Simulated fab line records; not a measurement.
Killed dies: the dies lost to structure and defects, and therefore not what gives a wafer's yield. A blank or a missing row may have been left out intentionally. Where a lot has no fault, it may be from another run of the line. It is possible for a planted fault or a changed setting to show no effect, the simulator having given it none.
Struck lot and sound lot, side by side | flow rit-cmos | 16 steps out of a route of 202
Sound: wafers L468.2, L468.3, L468.6. Wafers L474.1, L474.3, L474.6 were the ones struck. The cause comes at the end.
Order at every step that has rows: each side's tool, ch and its chambers, its first start. Under that, the readings that differ: sound wafers | struck wafers | difference of the means | sigmas: that difference in standard deviations of wafers without a fault.
alike: readings whose means differ by less than 2 such deviations, and words and numbers that are the same on both sides. not compared: withheld readings, readings that some wafer has no value for, bounds like >300 that may hide the same value, and numbers for which the record gives no deviation and whose values overlap.
A row with sigmas, a row that says differs or no value, or rows on one side alone: a step with any of these is where the two part. Numbers that have no deviation but don't overlap get no sigmas and don't part them. Lack of a reading on every wafer of one side parts them only where that side has two or more wafers.

first, 4 steps without rows for these wafers: RIT_ACTIVE_SOFTBAKE_07 (time 60 s); RIT_ACTIVE_EXPOSE_08 (exposes mask M1, target cd 1400 nm); RIT_ACTIVE_PEB_09; RIT_ACTIVE_DEVELOP_10 (develop time 50 s).
RIT_ACTIVE_CD_MEAS_11: the cd target is 1400 nm.
  sound on cd-sem-01, day 2 05:39; struck on cd-sem-01, day 3 11:34
  alike: cd-nm
then, 1 step without rows for these wafers: RIT_ACTIVE_HARDBAKE_12 (time 60 s).
RIT_ACTIVE_ETCH_13: etches Si3N4 in SF6, stops on SiO2, time 210 s, target depth 210 nm.
  sound on rie-diel-01 ch 2,3, day 2 05:54; struck on rie-diel-04 ch 0,2,3, day 3 11:50
  alike: drypump-motor-current-A, oes-product-au, throttle-valve-pct
  not compared: rf-hours-counter-h
RIT_ACTIVE_STRIP_14: strips in O2, time 180 s.
  sound on plasma-asher-04 ch 0, day 2 06:02; struck on plasma-asher-01 ch 0,1, day 3 11:58
  alike: drypump-motor-current-A, rf-refl-power-W
  not compared: rf-hours-counter-h
RIT_ACTIVE_CD_MEAS_90: the cd target is 1400 nm.
  sound on cd-sem-01, day 2 06:13; struck on cd-sem-01, day 3 12:08
  alike: cd-nm
then, 3 steps without rows for these wafers: RIT_ACTIVE_CLEAN_15 (cleans in SC1, time 600 s); RIT_ACTIVE_CLEAN_16 (cleans in dHF, time 30 s); RIT_ACTIVE_CLEAN_17 (cleans in SC2, time 600 s).
RIT_FOX1_OXIDATION_00: target thk 350.7 nm, ox time 1130 s.
  sound on furnace-02 ch 0, day 2 06:44; struck on furnace-02 ch 0, day 3 14:18
  reading                                     | sound           | struck          | difference | sigmas
  ox-time-s (s)                               | 1130 1130 1130  | 1356 1356 1356  | +226       |
  model.SiO2_of_FOX1_OXIDATION_00.thk-nm (nm) | 355.9 351.8 351 | 389 383.5 390.4 | +35        |
  alike: spike-tc-source-C
RIT_FOX1_THK_MEAS_01:
  sound on film-metro-03, day 2 08:03; struck on film-metro-03, day 3 15:37
  reading             | sound       | struck      | difference | sigmas
  FOX1_OXIDE_THK (nm) | 356 352 351 | 389 384 390 | +35        | +6
then, 1 step without rows for these wafers: RIT_FOX1_WET_ETCH_02 (etches SiO2 in BOE, target depth 350 nm, time 390 s).
RIT_M1_PROBE_99:
  sound on prober-01, day 4 01:37; struck on prober-02, day 5 08:41
  reading                             | sound          | struck         | difference | sigmas
  model.etest.pldd.width-nm (nm)      | 3170 3163 3157 | 3137 3144 3104 | -35        |
  model.etest.nldd.width-nm (nm)      | 3164 3155 3172 | 3144 3142 3119 | -29        |
  model.etest.pplus-sal.width-nm (nm) | 3447 3448 3463 | 3402 3427 3400 | -43        |
  model.etest.nplus-sal.width-nm (nm) | 3440 3449 3473 | 3422 3418 3385 | -46        |
  alike: killed_at_M0_to_M3, killed-at-contacts, killed-at-front-end, killed-dies, killed-open, killed-short

== WHERE THEY PART ==
RIT_FOX1_THK_MEAS_01 only, going by this record. Later steps at which nothing parts them and some readings are alike: RIT_M1_PROBE_99.

WHY: the cause the simulator had injected
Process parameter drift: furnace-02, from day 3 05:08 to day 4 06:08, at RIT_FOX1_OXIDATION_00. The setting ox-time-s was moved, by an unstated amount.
